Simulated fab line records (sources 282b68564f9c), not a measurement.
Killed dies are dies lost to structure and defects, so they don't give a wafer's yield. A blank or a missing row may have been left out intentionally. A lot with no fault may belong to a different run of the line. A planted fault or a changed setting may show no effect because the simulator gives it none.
fab line records ; flow rit_cmos ; part 2 of 2: steps 28 to 28 of 28
record lots=5; wafers=23
route steps=202 shown GATE@84 REOX@98 PLDD@115 NSD@132 SDANNEAL@155 SILICIDE@162 CONTACT@171 M1@202
start_h: hours from the record's opening day to when the first of the lot's shown wafers began ; wait_h: hours since the lot's step before ; " identical to the entry in the row above ; L1.1+2: several wafers, shown together as one row ; - either no value or no given start ; * or withheld: withheld ; < > ~ a bound
route shown NAME@n: NAME is a module with steps in the file, n the number in the route of the first one ; usual: the fault-free wafers' mean and standard deviation ; same: alike in all rows ; chamber/n: place in a boat ; sites: readings site by site ; _std_site: their standard deviation ; _edge_site: mean of outer sites minus mean of inner sites ; radius_mm: how far each site lies from the wafer's centre ; mask NAME#n: copy n ; behind: the most recent tool/chamber to have shaped the wafer ; hold: why the lot went on hold/how many hours it stayed there/how the hold came to an end ; device: the transistor (n, p or np) that didn't switch ; end of line: at the end of the route, the tests of the same wafers ; a step without rows: its recipe alone ; killed: the dies lost at the first sort to structure and to defects; this is not the yield of the wafer ; map: per-die view of a wafer (x killed, . not killed, _ where there is no die)
set.NAME: the run value of the setting; set.NAME@STEP: its run value at that earlier step ; model.NAME: the simulator's own value behind a step, which no gauge read
lots where settings were altered on purpose, with a table for each step and a row for each wafer
## steps
# step RIT_M1_PROBE_99
# usual killed_at_contacts=0.1/0.32; killed_at_front_end=7.0/2.9; killed_dies=7.2/2.9; killed_open=3.4/2; killed_short=3.7/2.1
# same gross_dies=264; killed_at_M0_to_M3=0; killed_at_M4_up=0; killed_at_back_side=0; killed_at_other=0
lot.wafer;tool;chamber;start_h;wait_h;set.develop_time_s@GATE_DEVELOP_15;set.time_s@REOX_CLEAN_00;killed_at_contacts;killed_at_front_end;killed_dies;killed_open;killed_short;model.etest.pldd.width_nm;model.etest.pmos_0p15.r_on_ohm_um;model.etest.pmos_turned.r_on_ohm_um
L075.1;prober-02;-;68.26;0.1;50;512.4;0;5;5;3;2;3021;2767;3332
L075.2;prober-02;-;68.31;0.1;50;512.4;0;7;7;3;4;3018;2823;3395
L075.3;prober-02;-;68.36;0.2;45.93;512.4;0;10;10;4;2;3026;3179;3707
L075.4;prober-02;-;68.41;0.2;50;512.4;0;4;4;2;2;3024;2717;3257
L075.5;prober-02;-;68.46;0.2;45.93;512.4;0;9;9;4;4;3021;3144;3645
L074.1;prober-01;-;69.76;0.1;50;600;0;7;7;4;3;3176;2569;3163
L074.2;prober-01;-;69.81;0.1;50;600;0;4;4;2;2;3173;2525;3140
L074.3;prober-01;-;69.86;0.2;50;600;0;10;10;1;9;3164;2636;3278
L074.4;prober-01;-;69.91;0.2;50;600;0;7;7;3;4;3183;2601;3211
L074.5;prober-01;-;69.96;0.2;50;600;0;3;3;2;1;3163;2599;3236
L077.1;prober-01;-;82.69;0.1;50;600;0;7;7;4;3;3166;2779;3597
L077.2;prober-01;-;82.74;0.1;50;600;0;5;5;5;0;3176;2830;3606
L077.4;prober-01;-;82.84;0.2;50;600;0;14;14;9;5;3164;2724;3471
L077.5;prober-01;-;82.89;0.2;50;600;0;8;8;5;3;3170;2744;3602
L077.6;prober-01;-;82.94;0.2;50;600;0;5;5;0;5;3135;2730;3473
L078.1;prober-02;-;87.95;0.1;54.55;631.3;0;6;6;3;1;3191;2530;3330
L078.2;prober-02;-;88.00;0.1;50;631.3;1;16;17;9;8;3186;2830;3651
L078.3;prober-02;-;88.05;0.2;50;631.3;0;10;10;6;4;3194;2930;3773
L078.4;prober-02;-;88.10;0.2;50;631.3;0;9;9;3;6;3184;2774;3608
L078.5;prober-02;-;88.15;0.2;54.55;631.3;0;12;12;3;6;3185;2544;3346
L085.4;prober-01;-;115.51;0.2;50;600;1;7;8;3;5;3135;2782;3504
L085.5;prober-01;-;115.56;0.2;50;600;0;11;11;4;7;3197;2773;3480
L085.6;prober-01;-;115.61;0.2;50;600;0;8;8;3;5;3155;2654;3374
# killed by level:class
L075.1 GATE:geometric_particle:open=2 SPACER:geometric_particle:short=2 FOX2:geometric_particle:open=1
L075.2 SILICIDE:geometric_particle:open=2 FOX1:geometric_particle:short=1 FOX2:geometric_particle:short=1 GATE:geometric_particle:open=1 SPACER:geometric_particle:short=1 SILICIDE:geometric_particle:short=1
L075.3 GATE:area_develop=4 SILICIDE:geometric_particle:open=3 FOX1:geometric_particle:short=1 GATE:geometric_particle:open=1 SILICIDE:geometric_particle:short=1
L075.4 FOX1:geometric_particle:short=2 FOX1:geometric_particle:open=1 GATE:geometric_particle:open=1
L075.5 GATE:geometric_particle:short=2 REOX:geometric_particle:open=2 FOX1:geometric_particle:short=1 FOX1:geometric_particle:open=1 FOX2:geometric_particle:short=1 FOX2:geometric_particle:open=1 GATE:area_develop=1
L074.1 FOX1:geometric_particle:short=1 FOX1:geometric_particle:open=1 FOX2:geometric_particle:open=1 GATE:geometric_particle:open=1 REOX:geometric_particle:short=1 REOX:geometric_particle:open=1 SILICIDE:geometric_particle:short=1
L074.2 ACTIVE:geometric_particle:short=1 FOX1:geometric_particle:open=1 REOX:geometric_particle:short=1 SPACER:geometric_particle:open=1
L074.3 SPACER:geometric_particle:short=6 FOX2:geometric_particle:short=1 GATE:geometric_particle:short=1 SPACER:geometric_particle:open=1 SILICIDE:geometric_particle:short=1
L074.4 FOX1:geometric_particle:short=2 SPACER:geometric_particle:short=2 SPACER:geometric_particle:open=2 SILICIDE:geometric_particle:open=1
L074.5 FOX1:geometric_particle:short=1 FOX1:geometric_particle:open=1 SILICIDE:geometric_particle:open=1
L077.1 GATE:geometric_particle:short=2 SPACER:geometric_particle:open=2 FOX1:geometric_particle:open=1 GATE:geometric_particle:open=1 SPACER:geometric_particle:short=1
L077.2 GATE:geometric_particle:open=2 FOX2:geometric_particle:open=1 REOX:geometric_particle:open=1 SILICIDE:geometric_particle:open=1
L077.4 REOX:geometric_particle:short=5 REOX:geometric_particle:open=5 FOX1:geometric_particle:open=2 SILICIDE:geometric_particle:open=2
L077.5 GATE:geometric_particle:open=2 GATE:geometric_particle:short=2 REOX:geometric_particle:open=2 SPACER:geometric_particle:open=1 FOX1:geometric_particle:short=1
L077.6 SPACER:geometric_particle:short=2 FOX1:geometric_particle:short=1 GATE:geometric_particle:short=1 REOX:geometric_particle:short=1
L078.1 REOX:geometric_particle:open=2 GATE:area_develop=2 FOX1:geometric_particle:short=1 GATE:geometric_particle:open=1
L078.2 REOX:geometric_particle:open=7 REOX:geometric_particle:short=3 FOX1:geometric_particle:short=2 GATE:geometric_particle:open=1 GATE:geometric_particle:short=1 SILICIDE:geometric_particle:short=1 SILICIDE:geometric_particle:open=1 CONTACT:geometric_particle:short=1
L078.3 REOX:geometric_particle:short=3 GATE:geometric_particle:open=2 REOX:geometric_particle:open=2 FOX2:geometric_particle:open=1 GATE:geometric_particle:short=1 SPACER:geometric_particle:open=1
L078.4 GATE:geometric_particle:open=2 GATE:geometric_particle:short=2 REOX:geometric_particle:short=2 SILICIDE:geometric_particle:short=2 SILICIDE:geometric_particle:open=1
L078.5 GATE:geometric_particle:short=3 GATE:area_develop=3 REOX:geometric_particle:open=2 SILICIDE:geometric_particle:short=2 FOX1:geometric_particle:short=1 GATE:geometric_particle:open=1
L085.4 REOX:geometric_particle:short=2 REOX:geometric_particle:open=2 FOX2:geometric_particle:short=1 GATE:geometric_particle:open=1 SILICIDE:geometric_particle:short=1 CONTACT:geometric_particle:short=1
L085.5 GATE:geometric_particle:short=5 FOX2:geometric_particle:short=2 GATE:geometric_particle:open=2 FOX2:geometric_particle:open=1 SILICIDE:geometric_particle:open=1
L085.6 REOX:geometric_particle:short=2 SILICIDE:geometric_particle:open=2 FOX1:geometric_particle:open=1 FOX1:geometric_particle:short=1 GATE:geometric_particle:short=1 SILICIDE:geometric_particle:short=1
## key
split step=RIT_GATE_CVD_08; setting=pressure_mtorr; stated=300; by=lot
response step=RIT_GATE_CVD_08; reading=model.poly-Si_of_GATE_CVD_08.thk_nm; change=+1.34; per=1%; r=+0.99
response step=RIT_GATE_THK_MEAS_09; reading=GATE_POLY_THK; change=+1.35; per=1%; r=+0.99
response step=RIT_GATE_ETCH_19; reading=model.GATE.feature_depth_nm; change=+1.34; per=1%; r=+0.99
response step=RIT_GATE_ETCH_19; reading=model.etch.depth_nm; change=+1.32; per=1%; r=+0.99
split step=RIT_GATE_DEVELOP_15; setting=develop_time_s; stated=50; by=wafer
response step=RIT_GATE_CD_MEAS_16; reading=cd_nm; change=-1.68; per=1%; r=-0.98
response step=RIT_GATE_ETCH_19; reading=model.GATE.cd_nm; change=-1.64; per=1%; r=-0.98
response step=RIT_GATE_CD_MEAS_90; reading=cd_nm; change=-1.66; per=1%; r=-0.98
response step=RIT_M1_PROBE_99; reading=model.etest.pmos_0p15.r_on_ohm_um; change=-40.2; per=1%; r=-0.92
response step=RIT_M1_PROBE_99; reading=model.etest.pmos_turned.r_on_ohm_um; change=-39.7; per=1%; r=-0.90
split step=RIT_REOX_CLEAN_00; setting=time_s; stated=600; by=lot
response step=RIT_REOX_CLEAN_00; reading=model.poly-Si_of_GATE_CVD_08.thk_nm; change=+1.5; per=1%; r=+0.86
response step=RIT_M1_PROBE_99; reading=model.etest.pldd.width_nm; change=+8.88; per=1%; r=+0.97
split step=RIT_PLDD_COAT_01; setting=resist_thk_nm; stated=1000; by=wafer
response step=RIT_PLDD_COAT_01; reading=model.NOVOLAK_of_PLDD_COAT_01.thk_nm; change=+10.1; per=1%; r=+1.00
response step=RIT_PLDD_HARDBAKE_07; reading=model.NOVOLAK_of_PLDD_COAT_01.thk_nm; change=+8.86; per=1%; r=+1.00
split step=RIT_NSD_COAT_01; setting=resist_thk_nm; stated=1000; by=wafer
response step=RIT_NSD_COAT_01; reading=model.NOVOLAK_of_NSD_COAT_01.thk_nm; change=+10.1; per=1%; r=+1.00
response step=RIT_NSD_HARDBAKE_07; reading=model.NOVOLAK_of_NSD_COAT_01.thk_nm; change=+8.88; per=1%; r=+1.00
split step=RIT_NSD_IMPLANT_08; setting=dose_cm2; stated=1e+15; by=wafer
response step=RIT_SDANNEAL_RS_MEAS_05; reading=NSD_RS; change=-0.672; per=1%; r=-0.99
split step=RIT_SDANNEAL_CLEAN_02; setting=time_s; stated=600; by=lot
response none clear
split step=RIT_SILICIDE_SPUTTER_01; setting=time_s; stated=240; by=wafer
response step=RIT_SILICIDE_SPUTTER_01; reading=model.Ti_of_SILICIDE_SPUTTER_01.thk_nm; change=+0.275; per=1%; r=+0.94
response step=RIT_SILICIDE_RS_MEAS_02; reading=SILICIDE_TI_RS; change=-0.517; per=1%; r=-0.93
response step=RIT_SILICIDE_THK_MEAS_03; reading=SILICIDE_TI_THK; change=+0.277; per=1%; r=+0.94
split step=RIT_CONTACT_COAT_03; setting=spin_rpm; stated=3250; by=wafer
response step=RIT_CONTACT_COAT_03; reading=model.NOVOLAK_of_CONTACT_COAT_03.thk_nm; change=-5.27; per=1%; r=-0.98
